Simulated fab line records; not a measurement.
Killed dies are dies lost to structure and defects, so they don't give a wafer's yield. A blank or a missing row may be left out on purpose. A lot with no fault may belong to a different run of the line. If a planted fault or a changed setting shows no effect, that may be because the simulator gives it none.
Which tool is to blame? + flow rit cmos + 18 wafers from 6 lots sampled at 2 of the route's 202 steps

## WHAT EACH GAUGE READ, for each wafer
RIT_M1_RS_MEAS_01: uses a four-point probe to measure.
| lot  | measured    | on            | M1_AL_RS (ohm/sq)    |
|------|-------------|---------------|----------------------|
| L685 | day 3 14:47 | film metro-03 | 0.0720 0.0711 0.0714 |
| L688 | day 4 14:44 | film metro-04 | 0.0739 0.0743 0.0743 |
| L693 | day 5 10:46 | film metro-04 | 0.0727 0.0650 0.0729 |
| L699 | day 6 12:23 | film metro-04 | 0.0741 0.0747 0.0746 |
| L703 | day 7 09:16 | film metro-03 | 0.0744 0.0752 0.0742 |
| L706 | day 8 01:05 | film metro-04 | 0.0731 0.0737 0.0719 |

## EACH LOT AND THE TOOL THAT RAN IT (in order: tool; ch and the chambers of the sampled wafers; start)
| lot  | RIT_M1_SPUTTER_00           |
|------|-----------------------------|
| L685 | pvd sputter-02, day 3 14:29 |
| L688 | pvd sputter-03, day 4 14:32 |
| L693 | pvd sputter-02, day 5 10:28 |
| L699 | pvd sputter-04, day 6 12:05 |
| L703 | pvd sputter-03, day 7 08:57 |
| L706 | pvd sputter-02, day 8 00:47 |
- RIT_M1_SPUTTER_00: material Al, target thk 400 nm, time 500 s.

## THE ANSWER, worked out from the rows above alone
Rule: the lots themselves supply what counts as usual. The widest of any qualifying gaps counts: lots, ordered by their means at a reading, are off when they make up no more than a third of the lots, leave a main group of 4 or more, and stand apart from it by 3 or more times the standard deviation of that group's means. The tables above print the reading to a certain number of digits; a main group whose means all agree to those digits is not used. A lot without any number at a reading at which 4 lots or more have one is off too. All remaining lots with rows at the step are treated as sound.
None of the lots is off at any reading shown; this tells nothing.

## WHAT THE SIMULATOR PUT IN
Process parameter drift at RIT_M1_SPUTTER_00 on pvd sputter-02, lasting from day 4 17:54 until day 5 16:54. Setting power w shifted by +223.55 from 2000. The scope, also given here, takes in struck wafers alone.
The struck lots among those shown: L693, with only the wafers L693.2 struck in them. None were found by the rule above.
